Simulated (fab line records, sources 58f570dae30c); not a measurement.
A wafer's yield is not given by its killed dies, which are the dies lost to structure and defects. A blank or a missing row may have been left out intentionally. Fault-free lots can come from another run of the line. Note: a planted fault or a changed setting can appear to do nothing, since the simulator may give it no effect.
fab line records ; flow berkeleyCmos170
record: lots: 15; wafers: 45; lastDay: 12
route steps=331 shown ZERO@9 V2@305
lots that met no fault: taken from a fault-free run of the same line
startH: start of the lot's first displayed wafer, in hours after the record's first day ; waitH: time in hours since the lot's previous step ; " identical to the entry in the row above ; L1.1+2: several wafers, shown together as one row ; - either no value or no given start ; * or withheld: withheld ; < > ~ a bound
route shown NAME@n: names a module that has steps shown in the file, with the first one's number in the route ; usual: mean and standard deviation over wafers with no fault ; same: alike in all rows ; chamber/n: place in a boat ; sites: the reading at each site ; _std_site: how widely they spread, as a standard deviation ; _edge_site: mean of outer sites minus mean of inner sites ; radiusMm: for every site, how far away it sits from the centre of the wafer ; mask NAME#n: copy n ; behind: tool/chamber where the wafer was last shaped ; hold: the reason the lot was held/the length of the hold in hours/how it ended ; device: which transistor (n, p or np) failed to switch ; end of line: tests of these same wafers at the route's end ; a step given without rows: its recipe and nothing more ; killed: at the first sort, the dies lost to defects and structure; wafer yield is something else ; map: dies across one wafer; x = killed, . = not, _ = none there
set.NAME: the run value of the setting; set.NAME@STEP: its run value at that earlier step ; model.NAME: the simulator's own value behind a step, which no gauge read
route steps across a sampled set of lots; one table per step, one row per wafer
services: a tool's chamber out of use, with start hour (startH, from the record's first day; less than 0 if before it), hours out, and reason
== steps ==
step: UCB170_ZERO_EXPOSE_03
recipe: maskId: PM_MARKS; na: 0.5; sigmaOuter: 0.6; sourceShape: conventional; targetCdNm: 4000; doseMj: 30
usual: exposureDoseMJCm2: 29.998/0.026; focusOffsetNm: 0.1/0.55; sigmaOuter: 0.6/0
lot.wafer;tool;chamber;startH;waitH;mask;exposureDoseMJCm2;focusOffsetNm;sigmaOuter
L178.1;krfScanner-01;0;15.96;0.3;PM_MARKS#0;29.976;0.1;0.6
L178.3;krfScanner-01;0;15.96;0.3;PM_MARKS#0;29.958;0.3;0.6
L178.5;krfScanner-01;0;15.96;0.3;PM_MARKS#0;29.987;-0.5;0.6
L179.1;krfScanner-02;0;25.34;0.1;PM_MARKS#0;29.999;-0.4;0.6
L179.2;krfScanner-02;0;25.34;0.1;PM_MARKS#0;30.034;-0.3;0.6
L179.6;krfScanner-02;0;25.34;0.1;PM_MARKS#0;30.008;0.7;0.6
L180.1;krfScanner-02;0;28.64;0.1;PM_MARKS#0;29.971;0.1;0.6
L180.2;krfScanner-02;0;28.64;0.1;PM_MARKS#0;29.987;-0.2;0.6
L180.4;krfScanner-02;0;28.64;0.1;PM_MARKS#0;29.988;0.5;0.6
L181.1;krfScanner-01;0;34.62;0.7;PM_MARKS#0;30.030;-0.2;0.6
L181.3;krfScanner-01;0;34.62;0.7;PM_MARKS#0;29.984;1.0;0.6
L181.5;krfScanner-01;0;34.62;0.7;PM_MARKS#0;30.002;0.5;0.6
L182.1;krfScanner-02;0;40.94;0.2;PM_MARKS#0;29.973;0.5;0.6
L182.2;krfScanner-02;0;40.94;0.2;PM_MARKS#0;30.002;-0.6;0.6
L182.6;krfScanner-02;0;40.94;0.2;PM_MARKS#0;29.954;-1.5;0.6
L184.2;krfScanner-02;0;51.12;0.2;PM_MARKS#0;30.027;-0.9;0.6
L184.5;krfScanner-02;0;51.12;0.2;PM_MARKS#0;29.975;-0.5;0.6
L184.6;krfScanner-02;0;51.12;0.2;PM_MARKS#0;30.010;-0.9;0.6
L185.1;krfScanner-02;0;56.47;0.1;PM_MARKS#0;29.978;-0.1;0.6
L185.4;krfScanner-02;0;56.47;0.1;PM_MARKS#0;29.982;0.5;0.6
L185.6;krfScanner-02;0;56.47;0.1;PM_MARKS#0;29.964;-1.1;0.6
L186.1;krfScanner-02;-;61.51;0.1;PM_MARKS#0;-;-;-
L186.4;krfScanner-02;-;61.51;0.1;PM_MARKS#0;-;-;-
L186.5;krfScanner-02;-;61.51;0.1;PM_MARKS#0;-;-;-
L187.1;krfScanner-02;-;67.86;0.1;PM_MARKS#0;-;-;-
L187.3;krfScanner-02;-;67.86;0.1;PM_MARKS#0;-;-;-
L187.5;krfScanner-02;-;67.86;0.1;PM_MARKS#0;-;-;-
L188.1;krfScanner-01;-;68.10;0.4;PM_MARKS#0;-;-;-
L188.4;krfScanner-01;-;68.10;0.4;PM_MARKS#0;-;-;-
L188.6;krfScanner-01;-;68.10;0.4;PM_MARKS#0;-;-;-
L190.2;krfScanner-02;0;77.06;0.4;PM_MARKS#0;29.998;-0.4;0.6
L190.3;krfScanner-02;0;77.06;0.4;PM_MARKS#0;30.055;0.3;0.6
L190.5;krfScanner-02;0;77.06;0.4;PM_MARKS#0;30.048;0.2;0.6
L195.1;krfScanner-02;0;102.73;0.2;PM_MARKS#0;30.020;0.8;0.6
L195.2;krfScanner-02;0;102.73;0.2;PM_MARKS#0;30.012;0.0;0.6
L195.4;krfScanner-02;0;102.73;0.2;PM_MARKS#0;30.002;-0.7;0.6
L196.1;krfScanner-02;0;106.52;0.1;PM_MARKS#0;30.009;0.1;0.6
L196.3;krfScanner-02;0;106.52;0.1;PM_MARKS#0;29.953;1.2;0.6
L196.6;krfScanner-02;0;106.52;0.1;PM_MARKS#0;30.012;0.1;0.6
L197.2;krfScanner-01;0;111.88;0.2;PM_MARKS#0;30.021;-0.1;0.6
L197.5;krfScanner-01;0;111.88;0.2;PM_MARKS#0;29.984;0.0;0.6
L197.6;krfScanner-01;0;111.88;0.2;PM_MARKS#0;30.019;0.7;0.6
L200.3;krfScanner-01;0;131.64;0.4;PM_MARKS#0;30.034;0.4;0.6
L200.5;krfScanner-01;0;131.64;0.4;PM_MARKS#0;30.009;-0.4;0.6
L200.6;krfScanner-01;0;131.64;0.4;PM_MARKS#0;30.010;-0.2;0.6
step: UCB170_ZERO_ETCH_06
recipe: chemistry: CHF3/CF4/Ar; target: SiO2; timeS: 12; pressureMtorr: 100; rfW: 500; CHF3_flow_sccm: 50; cf4FlowSccm: 10; Ar_flow_sccm: 120; overEtchFrac: 1.58
usual: drypumpMotorCurrentA: 5.7/0.39; oesProductAu: 0.619/0.0093; rfFwdPowerW: 491.4/2.7; throttleValvePct: 9.23/0.13
lot.wafer;tool;chamber;startH;waitH;drypumpMotorCurrentA;oesProductAu;rfFwdPowerW;rfHoursCounterH;throttleValvePct
L178.1;rieDiel-03;3;16.71;-;5.3;0.623;489.8;126;9.15
L178.3;rieDiel-03;0;16.71;-;5.5;0.631;495.0;27;9.36
L178.5;rieDiel-03;0;16.71;-;5.5;0.620;498.4;-;9.37
L179.1;rieDiel-02;3;25.73;-;6.3;0.621;489.7;24;9.25
L179.2;rieDiel-02;0;25.73;-;6.0;0.627;489.7;169;9.35
L179.6;rieDiel-02;1;25.73;-;5.5;0.628;487.9;-;9.38
L180.1;rieDiel-01;1;29.36;-;5.5;0.629;492.9;137;9.28
L180.2;rieDiel-01;2;29.36;-;6.6;0.630;492.3;91;9.12
L180.4;rieDiel-01;3;29.36;-;5.5;0.615;492.4;164;9.03
L181.1;rieDiel-01;2;35.01;-;6.6;0.618;488.8;91;9.14
L181.3;rieDiel-01;3;35.01;-;5.4;0.607;492.2;164;9.02
L181.5;rieDiel-01;2;35.01;-;6.6;0.625;491.0;-;9.14
L182.1;rieDiel-01;1;41.38;-;5.5;0.630;493.0;138;9.26
L182.2;rieDiel-01;3;41.38;-;5.5;0.620;493.0;164;9.02
L182.6;rieDiel-01;0;41.38;-;5.7;0.627;490.5;-;9.25
L184.2;rieDiel-02;3;51.80;-;6.3;0.611;489.3;25;9.26
L184.5;rieDiel-02;0;51.80;-;6.0;0.623;492.0;-;9.37
L184.6;rieDiel-02;1;51.80;-;5.4;0.634;487.0;-;9.38
L185.1;rieDiel-03;0;56.86;-;5.5;0.614;496.5;28;9.37
L185.4;rieDiel-03;3;56.86;-;5.3;0.616;490.9;127;9.18
L185.6;rieDiel-03;0;56.86;-;5.5;0.625;496.3;-;9.36
L186.1;rieDiel-03;3;61.90;-;5.3;0.380;493.1;127;9.14
L186.4;rieDiel-03;0;61.90;-;5.5;0.373;492.3;28;9.35
L186.5;rieDiel-03;2;61.90;-;6.0;0.360;491.1;-;8.96
L187.1;rieDiel-03;0;68.25;-;5.5;0.382;495.7;28;9.37
L187.3;rieDiel-03;1;68.25;-;5.4;0.363;494.9;2;9.37
L187.5;rieDiel-03;0;68.25;-;5.5;0.379;496.2;-;9.35
L188.1;rieDiel-01;1;68.53;-;5.4;0.385;494.0;140;9.25
L188.4;rieDiel-01;2;68.53;-;6.7;0.382;493.3;93;9.13
L188.6;rieDiel-01;1;68.53;-;5.5;0.375;494.2;-;9.26
L190.2;rieDiel-03;0;77.52;-;5.5;0.616;495.0;29;9.37
L190.3;rieDiel-03;3;77.52;-;5.2;0.624;492.2;128;9.16
L190.5;rieDiel-03;1;77.52;-;5.5;0.594;491.6;-;9.39
L195.1;rieDiel-01;2;103.46;-;6.7;0.631;492.7;95;9.16
L195.2;rieDiel-01;0;103.46;-;5.7;0.632;489.5;53;9.24
L195.4;rieDiel-01;0;103.46;-;5.7;0.622;490.3;-;9.24
L196.1;rieDiel-02;1;107.24;-;5.5;0.626;486.9;67;9.39
L196.3;rieDiel-02;2;107.24;-;5.5;0.618;486.2;134;9.08
L196.6;rieDiel-02;2;107.24;-;5.5;0.615;488.0;-;9.08
L197.2;rieDiel-03;2;112.46;-;6.0;0.608;489.6;103;8.99
L197.5;rieDiel-03;2;112.46;-;6.0;0.611;490.2;-;9.00
L197.6;rieDiel-03;3;112.46;-;5.2;0.618;489.4;-;9.18
L200.3;rieDiel-03;2;132.35;-;6.0;0.602;487.1;104;9.00
L200.5;rieDiel-03;0;132.35;-;5.5;0.620;496.1;-;9.36
L200.6;rieDiel-03;3;132.35;-;5.3;0.620;490.0;-;9.17
step: UCB170_V2_OVL_MEAS_13
usual: V2_OVL: -1/4.6
lot.wafer;tool;chamber;startH;waitH;V2_OVL[nm]
L178.1;overlay-01;-;149.35;0.1;-8
L178.3;overlay-01;-;149.35;0.1;-8
L178.5;overlay-01;-;149.35;0.1;-9
L180.1;overlay-01;-;161.54;0.1;-7
L180.2;overlay-01;-;161.54;0.1;-11
L180.4;overlay-01;-;161.54;0.1;-4
L179.1;overlay-02;-;161.91;0.1;-2
L179.2;overlay-02;-;161.91;0.1;0
L179.6;overlay-02;-;161.91;0.1;-2
L181.1;overlay-02;-;174.41;0.1;0
L181.3;overlay-02;-;174.41;0.1;3
L181.5;overlay-02;-;174.41;0.1;7
L182.1;overlay-02;-;185.99;0.1;2
L182.2;overlay-02;-;185.99;0.1;4
L182.6;overlay-02;-;185.99;0.1;4
L184.2;overlay-01;-;186.27;0.1;-4
L184.5;overlay-01;-;186.27;0.1;2
L184.6;overlay-01;-;186.27;0.1;-7
L185.1;overlay-02;-;203.32;0.1;3
L185.4;overlay-02;-;203.32;0.1;-3
L185.6;overlay-02;-;203.32;0.1;3
L190.2;overlay-02;-;219.07;0.1;-8
L190.3;overlay-02;-;219.07;0.1;-7
L190.5;overlay-02;-;219.07;0.1;-2
L195.1;overlay-01;-;247.15;0.1;2
L195.2;overlay-01;-;247.15;0.1;-1
L195.4;overlay-01;-;247.15;0.1;1
L196.1;overlay-01;-;247.70;0.1;-1
L196.3;overlay-01;-;247.70;0.1;-3
L196.6;overlay-01;-;247.70;0.1;3
L197.2;overlay-01;-;260.04;0.1;-9
L197.5;overlay-01;-;260.04;0.1;1
L197.6;overlay-01;-;260.04;0.1;-6
L200.3;overlay-01;-;274.89;0.1;-3
L200.5;overlay-01;-;274.89;0.1;-3
L200.6;overlay-01;-;274.89;0.1;-7
== services ==
tool;chamber;startH;hours;kind
krfScanner-02;-;6.54;1.3;pm
rieDiel-03;3;17.03;1.7;repair
krfScanner-02;-;34.26;0.8;repair
krfScanner-01;-;36.10;0.8;pm
krfScanner-02;-;49.26;0.8;pm
krfScanner-01;-;50.08;1.0;pm
rieDiel-02;-;64.36;0.3;repair
rieDiel-02;0;66.56;-;clean
rieDiel-02;0;66.56;19.1;scheduledDown
rieDiel-02;0;66.56;19.1;ventCycle
rieDiel-01;2;87.16;1.3;repair
rieDiel-03;3;98.54;13.0;repair
rieDiel-01;3;99.68;-;clean
rieDiel-01;3;99.68;25.0;scheduledDown
rieDiel-01;3;99.68;25.0;ventCycle
rieDiel-01;-;108.16;14.6;pm
krfScanner-01;-;117.34;1.3;pm
krfScanner-02;-;128.44;5.9;repair
== key ==
firstSign: step: UCB170_ZERO_EXPOSE_03; reading: toolRecord; direction: missing
effect: step: UCB170_ZERO_ETCH_06; reading: oesProductAu; direction: down; sigmas: 26; usual: 0.619; struck: 0.375
metAt UCB170_ZERO_EXPOSE_03
struckLots L186,L187,L188
laterRowsLeftOut L186.1,L186.4,L186.5,L187.1,L187.3,L187.5,L188.1,L188.4,L188.6
sortLeftOut L186.1,L186.4,L186.5,L187.1,L187.3,L187.5,L188.1,L188.4,L188.6
testerLeftOut L186,L187,L188
notActingAt UCB170_V2_OVL_MEAS_13
onsetBetween 56.47 61.51
fault: kind: skippedStepWhole; tool: krfScanner-01,krfScanner-02; chamber: -; onsetH: 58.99; steps: UCB170_ZERO_EXPOSE_03; scope: struckLotsOnly
testerLeftOut: of these lots the tester's yield and bins aren't shown, on N5 and GAA mostly nor the transistor test; their killed dies are dies lost to structure and defects alone, not to doping, threshold or leakage, so they don't give the yield
sortLeftOut: the simulated sort isn't trusted on such a fault, so these wafers' sort isn't shown, and their yield isn't known
laterRowsLeftOut: the simulator's readings of these wafers behind a module that went badly wrong aren't trusted and aren't shown, but for the sort
